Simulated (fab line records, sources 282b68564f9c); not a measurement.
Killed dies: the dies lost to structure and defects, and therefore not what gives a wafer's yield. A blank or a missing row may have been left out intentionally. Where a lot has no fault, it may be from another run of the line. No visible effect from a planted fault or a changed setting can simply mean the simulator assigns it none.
Which tool was responsible? :: flow ritCmos :: 18 wafers from 6 lots sampled at 4 of the route's 202 steps

## WHAT EACH GAUGE READ, for each wafer
RIT_CONTACT_THK_MEAS_01.
lot: L140
measured: day 3 18:01
on: filmMetro-04
CONTACT_TEOS_THK (nm): 396 401 405

lot: L142
measured: day 4 00:04
on: filmMetro-03
CONTACT_TEOS_THK (nm): 398 399 409

lot: L144
measured: day 4 09:21
on: filmMetro-02
CONTACT_TEOS_THK (nm): 398 399 403

lot: L147
measured: day 4 22:58
on: filmMetro-03
CONTACT_TEOS_THK (nm): 393 399 396

lot: L157
measured: day 7 01:47
on: filmMetro-02
CONTACT_TEOS_THK (nm): 394 396 394

lot: L160
measured: day 7 16:19
on: filmMetro-03
CONTACT_TEOS_THK (nm): 385 393 397

## EACH LOT AND THE TOOL THAT RAN IT (in order: tool; ch and the chambers of the sampled wafers; start)
lot: L140
RIT_PSD_STRIP_09: plasmaAsher-03 ch 0, day 3 16:18
RIT_SDANNEAL_RTA_03: rtpAnneal-01 ch 0, day 3 16:55
RIT_CONTACT_CVD_00: pecvd-04 ch 0,1, day 3 17:58

lot: L142
RIT_PSD_STRIP_09: plasmaAsher-03 ch 0,1, day 3 22:25
RIT_SDANNEAL_RTA_03: rtpAnneal-01 ch 0, day 3 22:58
RIT_CONTACT_CVD_00: pecvd-03 ch 0,1, day 4 00:00

lot: L144
RIT_PSD_STRIP_09: plasmaAsher-01 ch 0,1, day 4 07:37
RIT_SDANNEAL_RTA_03: rtpAnneal-01 ch 0, day 4 08:14
RIT_CONTACT_CVD_00: pecvd-01 ch 0,1,2, day 4 09:17

lot: L147
RIT_PSD_STRIP_09: plasmaAsher-04 ch 0,1, day 4 21:14
RIT_SDANNEAL_RTA_03: rtpAnneal-02 ch 0, day 4 21:52
RIT_CONTACT_CVD_00: pecvd-01 ch 0,1,2, day 4 22:55

lot: L157
RIT_PSD_STRIP_09: plasmaAsher-03 ch 0,1, day 7 00:04
RIT_SDANNEAL_RTA_03: rtpAnneal-02 ch 0, day 7 00:41
RIT_CONTACT_CVD_00: pecvd-03 ch 0,1,2, day 7 01:44

lot: L160
RIT_PSD_STRIP_09: plasmaAsher-04 ch 0,1, day 7 14:29
RIT_SDANNEAL_RTA_03: rtpAnneal-01 ch 0, day 7 15:05
RIT_CONTACT_CVD_00: pecvd-03 ch 0,1, day 7 16:16
- RIT_PSD_STRIP_09: strips in O2, time 180 s.
- RIT_SDANNEAL_RTA_03: time 5 s.
- RIT_CONTACT_CVD_00: deposits SiO2 from TEOS, target thk 400 nm, time 61 s.

## THE ANSWER, worked out from the rows above alone
Rule: usual is defined by the lots themselves. The widest of any qualifying gaps counts: lots, ordered by their means at a reading, are off when they make up no more than a third of the lots, leave a main group of 4 or more, and stand apart from it by 3 or more times the standard deviation of that group's means. Not used: any main group whose means are identical at the precision the tables above print for the reading. A lot without any number at a reading at which 4 lots or more have one is off too. All remaining lots with rows at the step are treated as sound.
No lot is off on any of the readings shown, so nothing can be concluded from this.

## WHAT THE SIMULATOR HAD PUT IN
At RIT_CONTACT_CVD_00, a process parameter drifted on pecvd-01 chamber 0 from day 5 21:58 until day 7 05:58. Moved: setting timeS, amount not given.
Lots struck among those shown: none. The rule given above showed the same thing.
